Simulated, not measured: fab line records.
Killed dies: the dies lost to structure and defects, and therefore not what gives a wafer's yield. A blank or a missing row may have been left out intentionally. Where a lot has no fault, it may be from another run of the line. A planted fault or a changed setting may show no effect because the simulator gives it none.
Split-lot experiment	flow rit-cmos	on a route of 202 steps: 5 lots, 23 wafers read

== ABOUT THE SPLIT ==
At RIT_PWELL_SOFTBAKE_02 (time 60 s), the setting temp-c was moved away from the recipe's 90 C on 10 of the 23 wafers read, by -1.3% to +4.0%. This setting was run at the recipe's value on the other wafers.

== FROM THE SPLIT TO THE READING: what the file shows between them, 2 steps ==
- RIT_PWELL_EXPOSE_03: exposes mask M3, target cd 43700 nm
- RIT_PWELL_PEB_04

== THE READING ==
NOVOLAK_of_PWELL_COAT_01.thk-nm (the simulator's own value, which no gauge read), in nm, at RIT_PWELL_DEVELOP_05 (develop time 68 s). There is no usual value for it anywhere in the file. Average 1299 nm, standard deviation 3.8 nm, over the 13 wafers here run with the recipe.

wafer	tool, chamber at the split	temp-c as run, C	against the recipe	NOVOLAK_of_PWELL_COAT_01.thk-nm, nm	against lot-mates on the recipe
L077.1	litho-track-04, 0	90	recipe	1301	-
L077.2	litho-track-04, 0	92.43	+2.7%	1294	-8
L077.3	litho-track-04, 0	92.43	+2.7%	1292	-10
L077.4	litho-track-04, 0	90	recipe	1302	-
L077.6	litho-track-04, 0	92.43	+2.7%	1285	-16
L078.1	litho-track-03, 0	90	recipe	1304	-
L078.3	litho-track-03, 0	90	recipe	1303	-
L078.5	litho-track-03, 0	90	recipe	1300	-
L079.2	litho-track-04, 0	93.15	+3.5%	1289	-10
L079.3	litho-track-04, 0	90	recipe	1299	-
L079.4	litho-track-04, 0	93.15	+3.5%	1283	-16
L079.5	litho-track-04, 0	93.15	+3.5%	1288	-10
L079.6	litho-track-04, 0	90	recipe	1298	-
L081.1	litho-track-03, 0	90	recipe	1303	-
L081.2	litho-track-03, 0	88.85	-1.3%	1310	+9
L081.4	litho-track-03, 0	88.85	-1.3%	1304	+3
L081.5	litho-track-03, 0	90	recipe	1302	-
L081.6	litho-track-03, 0	90	recipe	1299	-
L084.1	litho-track-04, 0	90	recipe	1292	-
L084.2	litho-track-04, 0	90	recipe	1294	-
L084.3	litho-track-04, 0	93.62	+4.0%	1278	-15
L084.4	litho-track-04, 0	93.62	+4.0%	1280	-13
L084.5	litho-track-04, 0	90	recipe	1293	-

THE FIT
A straight line over all 23 wafers: NOVOLAK_of_PWELL_COAT_01.thk-nm changes by -4.25 nm for each +1% of temp-c; r = -0.89; the points scatter about the line by 4 nm.
The same after taking each lot's own level away (the mean of its wafers on the recipe; 23 wafers): -3.65 nm for each +1%; r = -0.94; scatter 2.4 nm.
The reading moves by 15 nm for the largest change in temp-c, on that fit.
Measured against the standard deviation above, the lots' own levels, which go from 1293.0 to 1302.3 nm, span 2.4 times it.
Thus the slope moves with the lot-to-lot level: the two fits are different.
Check: -14.5 nm against its lot-mates is what the line predicts for one of the wafers moved furthest among these (+4.0%) when that wafer is left out of the fit. Against them it came out at -15 nm.

== ADDITIONAL SPLITS CARRIED BY THESE WAFERS ==
Note: prior to the reading, these wafers also went through further splits. Each is held against what the fit with the lots' levels taken away leaves over:
other split on the same wafers	wafers away from the commonest value	r with NOVOLAK_of_PWELL_COAT_01.thk-nm (lot level and that fit taken away)
RIT_ACTIVE_COAT_06 resist-thk-nm	4	-0.09
RIT_ACTIVE_EXPOSE_08 dose-mj	8	-0.09
RIT_FOX2_OXIDATION_00 temp-c	15	+0.01
RIT_NWELL_IMPLANT_08 energy-kev	11	-0.16

== THE WHOLE CHAIN: every reading that the file lists as answering this split, in the file's order ==
step	what it does	reading	change (the file's fit)	r (the file's)
RIT_PWELL_SOFTBAKE_02	time 60 s	NOVOLAK_of_PWELL_COAT_01.thk-nm (the simulator's own value, which no gauge read)	-3.48 nm for each +1% of the setting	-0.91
RIT_PWELL_DEVELOP_05	develop time 68 s	NOVOLAK_of_PWELL_COAT_01.thk-nm (the simulator's own value, which no gauge read)	-3.62 nm for each +1% of the setting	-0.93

== FILE'S OWN FIT ==
NOVOLAK_of_PWELL_COAT_01.thk-nm changes by -3.62 nm for each +1% of temp-c, r = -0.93.
